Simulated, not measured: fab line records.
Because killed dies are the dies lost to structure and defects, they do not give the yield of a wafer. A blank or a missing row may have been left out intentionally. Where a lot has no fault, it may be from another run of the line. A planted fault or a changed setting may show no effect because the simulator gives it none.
fab line records	flow rit-cmos
record: lots: 6	wafers: 18	last-day: 7
route steps=202 shown PSD@144 SDANNEAL@153 NSD@158 PLDD@159 NLDD@160 M1@202
lots untouched by any fault: they come from a run of this same line in which no faults occurred
start-h: hours from the record's opening day to when the first of the lot's shown wafers began	wait-h: hours elapsed since this lot's preceding step	" the same as in the row above	L1.1+2: a single row standing in for several wafers	- value missing, or start not given	* or withheld: withheld	< > ~ a bound
route shown NAME@n: names a module that has steps shown in the file, with the first one's number in the route	usual: the fault-free wafers' mean and standard deviation	same: alike in all rows	chamber/n: place in a boat	sites: per-site readings	_std_site: standard deviation across them	_edge_site: mean of outer sites minus mean of inner sites	radius-mm: how far each site lies from the wafer's centre	mask NAME#n: copy n	behind: the most recent tool/chamber to have shaped the wafer	hold: the reason the lot was held/the length of the hold in hours/how it ended	device: transistor that didn't switch, given as n, p or np	end of line: tests of these same wafers at the route's end	step lacking rows: just its recipe	killed: the dies lost at the first sort to structure and to defects; this is not the yield of the wafer	map: dies across one wafer; x = killed, . = not, _ = none there
set.NAME: the setting that was run; set.NAME@STEP: the one run at that earlier step	model.NAME: the simulator's own value behind a step, which no gauge read
lots at some steps of the route; a table a step, a row a wafer
services: from which hour (start-h, from the record's first day; less than 0 if before it) a tool's chamber was out of use, for how many hours, and why
== steps ==
step: RIT_PSD_SOFTBAKE_02
recipe: resist: NOVOLAK	temp-c: 90	time-s: 60
step: RIT_PSD_EXPOSE_03
recipe: mask-id: M10	na: 0.57	target-cd-nm: 40900	dose-mj: 250
step: RIT_PSD_PEB_04
recipe: resist: NOVOLAK	temp-c: withheld	time-s: withheld
step: RIT_PSD_DEVELOP_05
recipe: resist: NOVOLAK	develop-time-s: 50	dev-temp-c: 23
step: RIT_PSD_OVL_MEAS_06
usual: PSD_OVL: 0.3/1.3
lot.wafer	tool	chamber	start-h	wait-h	PSD_OVL[nm]
L488.1	overlay-02	-	52.58	-	0.0
L488.2	"	-	"	"	-2.0
L488.3	"	-	"	"	-0.5
L492.1	overlay-02	-	72.76	-	-1.1
L492.5	"	-	"	"	-0.2
L492.6	"	-	"	"	0.6
L500.1	overlay-02	-	115.39	-	1.9
L500.2	"	-	"	"	2.4
L500.4	"	-	"	"	1.2
L502.1	overlay-02	-	126.12	-	-0.6
L502.4	"	-	"	"	-1.1
L502.6	"	-	"	"	1.3
L503.1	overlay-02	-	129.02	-	0.6
L503.3	"	-	"	"	0.7
L503.4	"	-	"	"	-0.6
L510.3	overlay-01	-	164.48	-	0.8
L510.4	"	-	"	"	-0.9
L510.5	"	-	"	"	1.0
step: RIT_PSD_HARDBAKE_07
recipe: resist: NOVOLAK	temp-c: 140	time-s: 60
step: RIT_PSD_IMPLANT_08
recipe: species: BF2	energy-kev: 27	dose-cm2: 5e+15	tilt-deg: 7
step: RIT_PSD_STRIP_09
recipe: chemistry: O2	time-s: 180	resist: NOVOLAK	platen-temp-c: withheld	power-w: 500	pressure-mtorr: 4000	o2-flow-sccm: 4000
usual: drypump-motor-current-A: 5.9/0.57
lot.wafer	tool	chamber	start-h	wait-h	drypump-motor-current-A	rf-hours-counter-h
L488.1	plasma-asher-04	1	52.92	0.1	6.5	41
L488.2	"	0	"	"	5.8	41
L488.3	"	0	"	"	5.8	-
L492.1	plasma-asher-04	0	73.10	0.1	5.8	45
L492.5	"	1	"	"	6.5	-
L492.6	"	0	"	"	5.8	-
L500.1	plasma-asher-03	0	115.73	0.1	4.9	31
L500.2	"	1	"	"	6.1	31
L500.4	"	1	"	"	6.1	-
L502.1	plasma-asher-03	1	126.46	0.1	6.1	33
L502.4	"	1	"	"	6.1	-
L502.6	"	0	"	"	4.9	-
L503.1	plasma-asher-04	1	129.36	0.1	6.4	51
L503.3	"	1	"	"	6.5	-
L503.4	"	0	"	"	5.8	-
L510.3	plasma-asher-04	0	164.86	0.1	5.8	-
L510.4	"	1	"	"	6.5	-
L510.5	"	1	"	"	6.5	-
step: RIT_PSD_TW_MEAS_10
usual: PSD_TW: 3390/18
lot.wafer	tool	chamber	start-h	wait-h	PSD_TW
L488.1	film-metro-04	-	53.09	0.1	3361
L488.2	"	-	"	"	3361
L488.3	"	-	"	"	3353
L492.1	film-metro-02	-	73.27	0.1	3380
L492.5	"	-	"	"	3383
L492.6	"	-	"	"	3379
L500.1	film-metro-04	-	115.90	0.1	3396
L500.2	"	-	"	"	3371
L500.4	"	-	"	"	3379
L502.1	film-metro-03	-	126.63	0.1	3427
L502.4	"	-	"	"	3412
L502.6	"	-	"	"	3416
L503.1	film-metro-04	-	129.53	0.1	3394
L503.3	"	-	"	"	3421
L503.4	"	-	"	"	3386
L510.3	film-metro-02	-	165.00	0.1	3386
L510.4	"	-	"	"	3376
L510.5	"	-	"	"	3382
step: RIT_SDANNEAL_CLEAN_00
recipe: chemistry: SC1	mix: 3:3:50	time-s: 600	temp-c: 75
step: RIT_SDANNEAL_CLEAN_01
recipe: chemistry: dHF	dilution: 50:1	time-s: 30
step: RIT_SDANNEAL_CLEAN_02
recipe: chemistry: SC2	mix: 3:3:50	time-s: 600	temp-c: 75	dry: n2-spin
step: RIT_SDANNEAL_RTA_03
recipe: temp-c: 1050	time-s: 5	idle-temp-c: 600	ramp-up-c-per-s: 342	ramp-down-c-per-s: 171	cool-to-c: 600	ambient: N2
usual: ramp-down-c-per-s: 171.00/0.031	wafer_temp_C_max: 1053.4/1
lot.wafer	tool	chamber	start-h	wait-h	ramp-down-c-per-s	wafer_temp_C_max
L488.1	rtp-anneal-02	0	53.52	0.0	171.02	1053.5
L488.2	"	0	"	"	170.97	1052.7
L488.3	"	0	"	"	171.04	1052.2
L492.1	rtp-anneal-02	0	73.70	0.0	171.02	1052.8
L492.5	"	0	"	"	171.02	1053.9
L492.6	"	0	"	"	170.97	1053.1
L500.1	rtp-anneal-02	0	116.36	0.0	171.03	1046.1
L500.2	"	0	"	"	171.01	1046.9
L500.4	"	0	"	"	171.03	1045.4
L502.1	rtp-anneal-02	0	127.06	0.0	171.03	1046.7
L502.4	"	0	"	"	170.97	1045.6
L502.6	"	0	"	"	171.02	1044.7
L503.1	rtp-anneal-01	0	129.99	0.0	171.05	1054.1
L503.3	"	0	"	"	171.01	1052.7
L503.4	"	0	"	"	171.00	1053.0
L510.3	rtp-anneal-01	0	165.44	0.0	170.99	1053.2
L510.4	"	0	"	"	170.98	1053.5
L510.5	"	0	"	"	170.97	1052.8
step: RIT_SDANNEAL_RS_MEAS_04
recipe: thk-meas-gauge: four-point-probe
usual: PSD_RS: 115.80/0.26
lot.wafer	tool	chamber	start-h	wait-h	PSD_RS[ohm/sq]
L488.1	film-metro-04	-	53.58	0.0	116.07
L488.2	"	-	"	"	115.56
L488.3	"	-	"	"	115.65
L492.1	film-metro-02	-	73.76	0.0	115.66
L492.5	"	-	"	"	115.90
L492.6	"	-	"	"	115.93
L500.1	film-metro-02	-	116.42	0.0	121.59
L500.2	"	-	"	"	121.54
L500.4	"	-	"	"	121.35
L502.1	film-metro-02	-	127.12	0.0	120.80
L502.4	"	-	"	"	120.83
L502.6	"	-	"	"	120.88
L503.1	film-metro-04	-	130.05	0.0	115.57
L503.3	"	-	"	"	115.75
L503.4	"	-	"	"	115.94
L510.3	film-metro-04	-	165.52	0.1	115.56
L510.4	"	-	"	"	115.69
L510.5	"	-	"	"	115.76
step: RIT_SDANNEAL_RS_MEAS_05
recipe: thk-meas-gauge: four-point-probe
usual: NSD_RS: 84.6/0.3
lot.wafer	tool	chamber	start-h	wait-h	NSD_RS[ohm/sq]
L488.1	film-metro-04	-	53.70	0.1	84.2
L488.2	"	-	"	"	84.0
L488.3	"	-	"	"	84.2
L492.1	film-metro-02	-	73.88	0.1	85.1
L492.5	"	-	"	"	85.1
L492.6	"	-	"	"	85.3
L500.1	film-metro-02	-	116.54	0.1	84.9
L500.2	"	-	"	"	85.0
L500.4	"	-	"	"	84.7
L502.1	film-metro-02	-	127.24	0.1	84.2
L502.4	"	-	"	"	84.7
L502.6	"	-	"	"	84.7
L503.1	film-metro-04	-	130.17	0.1	84.0
L503.3	"	-	"	"	84.2
L503.4	"	-	"	"	84.5
L510.3	film-metro-04	-	165.64	0.1	84.4
L510.4	"	-	"	"	84.3
L510.5	"	-	"	"	84.5
step: RIT_SDANNEAL_RS_MEAS_06
recipe: thk-meas-gauge: four-point-probe
usual: PLDD_RS: 178.5/0.46
lot.wafer	tool	chamber	start-h	wait-h	PLDD_RS[ohm/sq]
L488.1	film-metro-04	-	53.82	0.1	178.6
L488.2	"	-	"	"	179.0
L488.3	"	-	"	"	178.1
L492.1	film-metro-02	-	74.00	0.1	178.1
L492.5	"	-	"	"	178.1
L492.6	"	-	"	"	178.6
L500.1	film-metro-02	-	116.66	0.1	183.6
L500.2	"	-	"	"	183.5
L500.4	"	-	"	"	183.5
L502.1	film-metro-02	-	127.36	0.1	183.2
L502.4	"	-	"	"	182.8
L502.6	"	-	"	"	182.9
L503.1	film-metro-04	-	130.29	0.1	177.7
L503.3	"	-	"	"	178.0
L503.4	"	-	"	"	178.2
L510.3	film-metro-04	-	165.76	0.1	178.3
L510.4	"	-	"	"	178.2
L510.5	"	-	"	"	177.9
step: RIT_SDANNEAL_RS_MEAS_07
recipe: thk-meas-gauge: four-point-probe
usual: NLDD_RS: 151.5/0.55
lot.wafer	tool	chamber	start-h	wait-h	NLDD_RS[ohm/sq]
L488.1	film-metro-04	-	53.94	0.1	151.6
L488.2	"	-	"	"	152.2
L488.3	"	-	"	"	151.9
L492.1	film-metro-02	-	74.12	0.1	151.6
L492.5	"	-	"	"	151.0
L492.6	"	-	"	"	151.5
L500.1	film-metro-02	-	116.78	0.1	152.4
L500.2	"	-	"	"	150.8
L500.4	"	-	"	"	151.6
L502.1	film-metro-02	-	127.48	0.1	151.2
L502.4	"	-	"	"	151.6
L502.6	"	-	"	"	151.7
L503.1	film-metro-04	-	130.41	0.1	151.5
L503.3	"	-	"	"	150.9
L503.4	"	-	"	"	151.0
L510.3	film-metro-04	-	165.88	0.1	151.5
L510.4	"	-	"	"	151.5
L510.5	"	-	"	"	151.8
step: RIT_M1_PROBE_99
usual: killed_at_M0_to_M3: 0.0/0.16	killed-at-contacts: 0.1/0.3	killed-at-front-end: 7.1/3	killed-dies: 7.3/3	killed-open: 3.6/2	killed-short: 3.5/1.9
same: gross-dies: 264	killed_at_M4_up: 0	killed-at-back-side: 0	killed-at-other: 0
lot.wafer	tool	chamber	start-h	wait-h	killed_at_M0_to_M3	killed-at-contacts	killed-at-front-end	killed-dies	killed-open	killed-short	model.etest.pmos-turned.r-on-ohm-um	model.etest.pmos-turned.drive-ua-um	model.etest.pmos_0p15.drive-ua-um	model.etest.contact-pplus.end-ohm-um	model.etest.contact-nplus.end-ohm-um	model.etest.retro-edge-pmos.off-log10-a-um	model.etest.pmos_0p15.off-log10-a-um	model.etest.vpnp.gain
L488.1	prober-02	-	60.94	0.1	0	0	5	5	4	1	3470	185.6	249.3	43.38	40.24	-10.46	-10.61	1.016
L488.2	prober-02	-	60.99	0.1	0	0	6	6	3	3	3427	187.8	244.8	44.45	41.11	-10.5	-10.67	1.004
L488.3	prober-02	-	61.04	0.2	0	0	6	6	3	3	3422	190.4	251.3	44.49	41.84	-10.34	-10.35	1.048
L492.1	prober-02	-	81.15	0.1	0	0	9	9	3	6	3459	185.7	251.9	45.13	43.89	-10.38	-10.55	1.028
L492.5	prober-02	-	81.35	0.2	0	0	9	9	6	3	3501	183.1	251.4	43.3	42.04	-10.35	-10.56	1.026
L492.6	prober-02	-	81.40	0.2	0	0	4	4	2	2	3569	181.4	248.3	45.21	41.88	-10.44	-10.55	1.055
L500.1	prober-02	-	124.20	0.1	0	0	6	6	2	4	3546	177.8	245.1	46.8	39.65	-10.66	-10.88	0.9487
L500.2	prober-02	-	124.25	0.1	0	1	3	4	3	1	3560	180.1	244.6	45.86	40.37	-10.52	-10.71	0.9893
L500.4	prober-02	-	124.35	0.2	0	0	6	6	2	4	3556	182.6	250.2	46.52	40.19	-10.41	-10.58	1.014
L502.1	prober-02	-	134.51	0.1	0	0	5	5	2	3	3468	183	251.6	48.01	39.72	-10.52	-10.64	0.9469
L502.4	prober-02	-	134.66	0.2	1	0	5	6	1	5	3473	180.6	252.7	47.01	41.17	-10.51	-10.42	0.94
L502.6	prober-02	-	134.76	0.2	0	0	6	6	4	2	3577	174.5	247.2	46.92	39.12	-10.52	-10.61	0.9328
L503.1	prober-01	-	138.37	0.1	0	0	5	5	4	1	3469	191.4	250.2	43.06	41.23	-10.28	-10.46	1.084
L503.3	prober-01	-	138.47	0.2	0	0	6	6	5	1	3330	199.4	260.8	43.1	42.19	-10.16	-10.25	1.061
L503.4	prober-01	-	138.52	0.2	0	0	4	4	1	3	3451	189	254.1	42.51	42.51	-10.34	-10.45	1.052
L510.3	prober-02	-	173.07	0.2	0	0	10	10	7	3	3505	183.8	255.8	43.77	41.37	-10.25	-10.4	1.084
L510.4	prober-02	-	173.12	0.2	0	0	5	5	1	4	3523	188.5	259.5	44.25	44	-9.943	-10.12	1.104
L510.5	prober-02	-	173.17	0.2	0	0	12	12	2	10	3499	192.6	260.9	44.01	41.27	-9.931	-10.06	1.103
killed by level:class
L488.1 GATE:geometric-particle:open=2 FOX1:geometric-particle:open=1 FOX2:geometric-particle:open=1 SPACER:geometric-particle:short=1
L488.2 FOX1:geometric-particle:short=1 FOX2:geometric-particle:open=1 GATE:geometric-particle:short=1 GATE:geometric-particle:open=1 REOX:geometric-particle:open=1 REOX:geometric-particle:short=1
L488.3 GATE:geometric-particle:short=2 FOX1:geometric-particle:open=1 GATE:geometric-particle:open=1 REOX:geometric-particle:open=1 SPACER:geometric-particle:short=1
L492.1 GATE:geometric-particle:short=2 GATE:geometric-particle:open=2 SILICIDE:geometric-particle:short=2 FOX1:geometric-particle:short=1 FOX2:geometric-particle:open=1 REOX:geometric-particle:short=1
L492.5 GATE:geometric-particle:open=3 REOX:geometric-particle:open=2 FOX1:geometric-particle:short=1 FOX2:geometric-particle:short=1 GATE:geometric-particle:short=1 SILICIDE:geometric-particle:open=1
L492.6 GATE:geometric-particle:open=2 GATE:geometric-particle:short=2
L500.1 FOX2:geometric-particle:short=2 GATE:geometric-particle:open=2 FOX1:geometric-particle:short=1 REOX:geometric-particle:short=1
L500.2 GATE:geometric-particle:open=1 GATE:geometric-particle:short=1 SPACER:geometric-particle:open=1 CONTACT:geometric-particle:open=1
L500.4 GATE:geometric-particle:open=2 FOX1:geometric-particle:short=1 FOX2:geometric-particle:short=1 GATE:geometric-particle:short=1 REOX:geometric-particle:short=1
L502.1 GATE:geometric-particle:open=2 FOX1:geometric-particle:short=1 SPACER:geometric-particle:short=1 SILICIDE:geometric-particle:short=1
L502.4 GATE:geometric-particle:short=2 SPACER:geometric-particle:short=2 FOX1:geometric-particle:short=1 M1:geometric-particle:open=1
L502.6 GATE:geometric-particle:open=3 SILICIDE:geometric-particle:short=2 FOX1:geometric-particle:open=1
L503.1 GATE:geometric-particle:open=3 FOX1:geometric-particle:open=1 FOX1:geometric-particle:short=1
L503.3 GATE:geometric-particle:open=2 FOX2:geometric-particle:open=1 REOX:geometric-particle:open=1 SPACER:geometric-particle:short=1 SPACER:geometric-particle:open=1
L503.4 GATE:geometric-particle:short=2 GATE:geometric-particle:open=1 REOX:geometric-particle:short=1
L510.3 REOX:geometric-particle:open=3 GATE:geometric-particle:open=2 FOX1:geometric-particle:short=1 REOX:geometric-particle:short=1 SPACER:geometric-particle:short=1 SPACER:geometric-particle:open=1 SILICIDE:geometric-particle:open=1
L510.4 SILICIDE:geometric-particle:short=2 FOX1:geometric-particle:open=1 GATE:geometric-particle:short=1 REOX:geometric-particle:short=1
L510.5 FOX1:geometric-particle:short=3 REOX:geometric-particle:short=3 FOX2:geometric-particle:short=2 FOX1:geometric-particle:open=1 GATE:geometric-particle:open=1 GATE:geometric-particle:short=1 SPACER:geometric-particle:short=1
== services ==
tool	chamber	start-h	hours	kind
plasma-asher-03	-	44.61	4.5	repair
plasma-asher-03	-	110.13	0.6	repair
rtp-anneal-01	-	149.12	4.0	pm
== key ==
first-sign: step: RIT_SDANNEAL_RTA_03	reading: wafer_temp_C_max	direction: down	sigmas: 7.4	usual: *	struck: *
effect: step: RIT_SDANNEAL_RS_MEAS_04	reading: PSD_RS	direction: up	sigmas: 20	usual: 115.80	struck: 121.17
effect: step: RIT_SDANNEAL_RS_MEAS_06	reading: PLDD_RS	direction: up	sigmas: 10	usual: 178.5	struck: 183.2
model-effect: step: RIT_M1_PROBE_99	value: etest.pmos-turned.r-on-ohm-um	without: 3342	struck: 3530
met-at RIT_SDANNEAL_RTA_03
struck-wafers L500.1,L500.2,L500.4,L502.1,L502.4,L502.6
tester-left-out L500,L502
onset-between 73.70 116.36
fault: kind: process-parameter-drift	tool: rtp-anneal-02	chamber: -	onset-h: 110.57	steps: RIT_SDANNEAL_RTA_03	channel: temp-c	offset: *	shape: step	end-h: 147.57	acts-in: *	stated: *
tester-left-out: of these lots the tester's yield and bins aren't shown, on N5 and GAA mostly nor the transistor test; their killed dies are dies lost to structure and defects alone, not to doping, threshold or leakage, so they don't give the yield
